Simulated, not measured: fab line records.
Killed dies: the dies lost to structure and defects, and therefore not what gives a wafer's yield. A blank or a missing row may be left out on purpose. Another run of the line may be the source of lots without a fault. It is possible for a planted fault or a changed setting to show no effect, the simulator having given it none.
One fault seen from 2 desks    flow rit_cmos    every desk sees just its own numbers, and what lay behind them comes last

== TOOL OWNER'S DESK, implanter-02 ==
RIT_PRETRO_IMPLANT_08, tool's own readings: per-lot mean of the sampled wafers with a number, covering each lot this tool ran. The brackets show how far a lot's mean lies from the usual mean; more than 4 standard deviations puts the lot out of limits, marked OUT.
Columns: A = beam_energy_keV at RIT_PRETRO_IMPLANT_08, usual 45.003; B = end_station_pressure_torr at RIT_PRETRO_IMPLANT_08, usual 5.05e-06 Torr
lot   first seen here  A                         B
L261  day 2 11:44      45.017                    4.85e-06
L262  day 2 18:25      45.006                    4.99e-06
L264  day 3 00:24      45.002                    5.00e-06
L269  day 4 08:05      44.995                    5.13e-06
L272  day 4 19:59      44.999                    5.17e-06
L279  day 6 07:05      29.256 (-99 or more) OUT  5.23e-06
L280  day 6 11:17      29.259 (-99 or more) OUT  5.14e-06
This desk finds L279, L280 out of limits, L279 being first, at day 6 07:05 (beam_energy_keV at RIT_PRETRO_IMPLANT_08). Within limits: L261, L262, L264, L269, L272.

== AT THE METROLOGY DESK ==
What the gauges read, lot by lot, whatever tool the lot ran on: means of the sampled wafers that have a number. The brackets show how far a lot's mean lies from the usual mean; more than 4 standard deviations puts the lot out of limits, marked OUT.
Columns: A = PRETRO_TW at RIT_PRETRO_TW_MEAS_10, usual 482.6
lot   first seen here  A
L261  day 2 12:02      482.3
L262  day 2 18:44      482.7
L263  day 2 21:17      482.8
L264  day 3 00:43      483.7
L266  day 3 13:49      484.8
L269  day 4 08:25      479.6
L271  day 4 15:38      486.0
L272  day 4 20:18      486.1
L273  day 4 21:30      486.8
L274  day 5 02:56      480.5
L279  day 6 07:24      449.4 (-11) OUT
L280  day 6 11:36      445.0 (-13) OUT
L282  day 7 03:38      482.0
L284  day 7 17:28      481.9
Per this desk, out of limits: L279, L280; the first was L279, day 6 07:24 (PRETRO_TW at RIT_PRETRO_TW_MEAS_10). Within limits: L261, L262, L263, L264, L266, L269, L271, L272, L273, L274, L282, L284.

== PUT TOGETHER ==
An alarm could have come from the tool owner's desk at day 6 07:05, on L279, L280.
Metrology desk: alarm possible at day 6 07:24 on L279, L280.
On implanter-02, each named lot ran RIT_PRETRO_IMPLANT_08.

== WHAT THE SIMULATOR HAD PUT IN ==
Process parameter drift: implanter-02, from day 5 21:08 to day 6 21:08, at RIT_PRETRO_IMPLANT_08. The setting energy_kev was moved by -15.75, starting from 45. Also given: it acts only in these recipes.
Shown lots that were struck: L279, L280.
Counting hours from when the fault started, the first reading out of limits came at 10 for the tool owner's desk and at 10 for the metrology desk.
